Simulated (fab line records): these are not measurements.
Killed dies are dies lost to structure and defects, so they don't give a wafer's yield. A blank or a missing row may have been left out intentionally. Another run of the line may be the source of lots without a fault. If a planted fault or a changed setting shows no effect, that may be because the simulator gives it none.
A lot that was struck, set against a sound lot :: flow rit_cmos :: 43 steps out of a route of 202
Sound: these wafers, L125.1, L125.2, L125.6. Wafers struck: L132.1, L132.2, L132.3. Last of all comes the cause.
At each step with rows: each side's tool, then ch and its chambers, then its first start. Under that, the readings that differ: sound wafers :: struck wafers :: difference of the means :: sigmas: that difference in standard deviations of wafers without a fault.
alike: readings whose means differ by less than 2 such deviations, and words and numbers that are the same on both sides. not compared: withheld readings, readings that some wafer has no value for, bounds like >300 that may hide the same value, and numbers for which the record gives no deviation and whose values overlap.
The two part at a step that has a row with sigmas, a row that says differs or no value, or rows on one side only. When numbers do not overlap yet have no deviation, they are printed without sigmas and do not part them. A reading that every wafer of one side lacks parts them only if that side has two wafers or more.

first, 1 step without rows for these wafers: RIT_NLDD_IMPLANT_08.
RIT_NLDD_STRIP_09: strips in O2, time 180 s.
  sound on plasma_asher-02 ch 0,1, day 5 11:25; struck on plasma_asher-03 ch 0,1, day 7 15:47
  alike: drypump_motor_current_A
  not compared: rf_hours_counter_h
RIT_NLDD_TW_MEAS_10:
  struck on film_metro-02, day 7 15:58; sound on film_metro-03, day 5 11:36
  alike: NLDD_TW
then, 6 steps without rows for these wafers: RIT_PLDD_HMDS_00 (prime time 60 s); RIT_PLDD_COAT_01 (resist thk 1000 nm); RIT_PLDD_SOFTBAKE_02 (time 60 s); RIT_PLDD_EXPOSE_03 (exposes mask M8, target cd 40900 nm); RIT_PLDD_PEB_04; RIT_PLDD_DEVELOP_05 (develop time 50 s).
RIT_PLDD_OVL_MEAS_06:
  struck on overlay-02, day 7 17:00; sound on overlay-01, day 5 12:41
  alike: PLDD_OVL
then, 2 steps without rows for these wafers: RIT_PLDD_HARDBAKE_07 (time 60 s); RIT_PLDD_IMPLANT_08.
RIT_PLDD_STRIP_09: strips in O2, time 180 s.
  sound on plasma_asher-03 ch 0,1, day 5 13:01; struck on plasma_asher-01 ch 0,1, day 7 17:20
  alike: drypump_motor_current_A
  not compared: rf_hours_counter_h
RIT_PLDD_TW_MEAS_10:
  struck on film_metro-03, day 7 17:31; sound on film_metro-03, day 5 13:12
  alike: PLDD_TW
then, 4 steps without rows for these wafers: RIT_SPACER_CLEAN_00 (cleans in SC1, time 600 s); RIT_SPACER_CLEAN_01 (cleans in dHF, time 30 s); RIT_SPACER_CLEAN_02 (cleans in SC2, time 600 s); RIT_SPACER_CVD_03 (deposits Si3N4 from SiH2Cl2/NH3, target thk 250 nm, time 3300 s).
RIT_SPACER_THK_MEAS_04:
  struck on film_metro-01, day 7 19:53; sound on film_metro-01, day 5 15:34
  alike: SPACER_NITRIDE_THK
RIT_SPACER_ETCHBACK_05: etches Si3N4 in SF6/CHF3, stops on SiO2, target depth 250 nm, time 240 s.
  sound on rie_diel-04 ch 0,3, day 5 15:38; struck on rie_diel-02 ch 0,1,2, day 7 19:57
  alike: drypump_motor_current_A, oes_product_au, throttle_valve_pct
  not compared: rf_hours_counter_h
then, 6 steps without rows for these wafers: RIT_NSD_HMDS_00 (prime time 60 s); RIT_NSD_COAT_01 (resist thk 1000 nm); RIT_NSD_SOFTBAKE_02 (time 60 s); RIT_NSD_EXPOSE_03 (exposes mask M9, target cd 40700 nm); RIT_NSD_PEB_04; RIT_NSD_DEVELOP_05 (develop time 50 s).
RIT_NSD_OVL_MEAS_06:
  struck on overlay-01, day 7 20:58; sound on overlay-01, day 5 16:46
  alike: NSD_OVL
then, 2 steps without rows for these wafers: RIT_NSD_HARDBAKE_07 (time 60 s); RIT_NSD_IMPLANT_08.
RIT_NSD_STRIP_09: strips in O2, time 180 s.
  sound on plasma_asher-01 ch 0,1, day 5 17:05; struck on plasma_asher-01 ch 0,1, day 7 21:22
  alike: drypump_motor_current_A
  not compared: rf_hours_counter_h
RIT_NSD_TW_MEAS_10:
  struck on film_metro-03, day 7 21:33; sound on film_metro-02, day 5 17:16
  alike: NSD_TW
then, 6 steps without rows for these wafers: RIT_PSD_HMDS_00 (prime time 60 s); RIT_PSD_COAT_01 (resist thk 1000 nm); RIT_PSD_SOFTBAKE_02 (time 60 s); RIT_PSD_EXPOSE_03 (exposes mask M10, target cd 40900 nm); RIT_PSD_PEB_04; RIT_PSD_DEVELOP_05 (develop time 50 s).
RIT_PSD_OVL_MEAS_06:
  struck on overlay-02, day 7 22:35; sound on overlay-02, day 5 18:18
  alike: PSD_OVL
then, 2 steps without rows for these wafers: RIT_PSD_HARDBAKE_07 (time 60 s); RIT_PSD_IMPLANT_08.
RIT_PSD_STRIP_09: strips in O2, time 180 s.
  sound on plasma_asher-03 ch 0,1, day 5 18:38; struck on plasma_asher-04 ch 0,1, day 7 22:55
  alike: drypump_motor_current_A
  not compared: rf_hours_counter_h
RIT_PSD_TW_MEAS_10:
  struck on film_metro-04, day 7 23:05; sound on film_metro-04, day 5 18:49
  alike: PSD_TW
RIT_M1_PROBE_99:
  struck on prober-01, day 8 07:05; sound on prober-02, day 6 02:42
reading: killed_at_front_end
sound: 5 4 5
struck: 45 40 49
difference: +40
sigmas: +15

reading: killed_dies
sound: 5 4 5
struck: 45 40 49
difference: +40
sigmas: +15

reading: killed_on_rim
sound: 0 1 3
struck: 8 11 8
difference: +8
sigmas: +5

reading: killed_open
sound: 2 0 0
struck: 5 3 9
difference: +5
sigmas: +2
  alike: killed_at_contacts, killed_short

== WHERE THEY PART ==
At RIT_M1_PROBE_99 and nowhere else, as far as this record goes.

WHY: the cause the simulator had injected
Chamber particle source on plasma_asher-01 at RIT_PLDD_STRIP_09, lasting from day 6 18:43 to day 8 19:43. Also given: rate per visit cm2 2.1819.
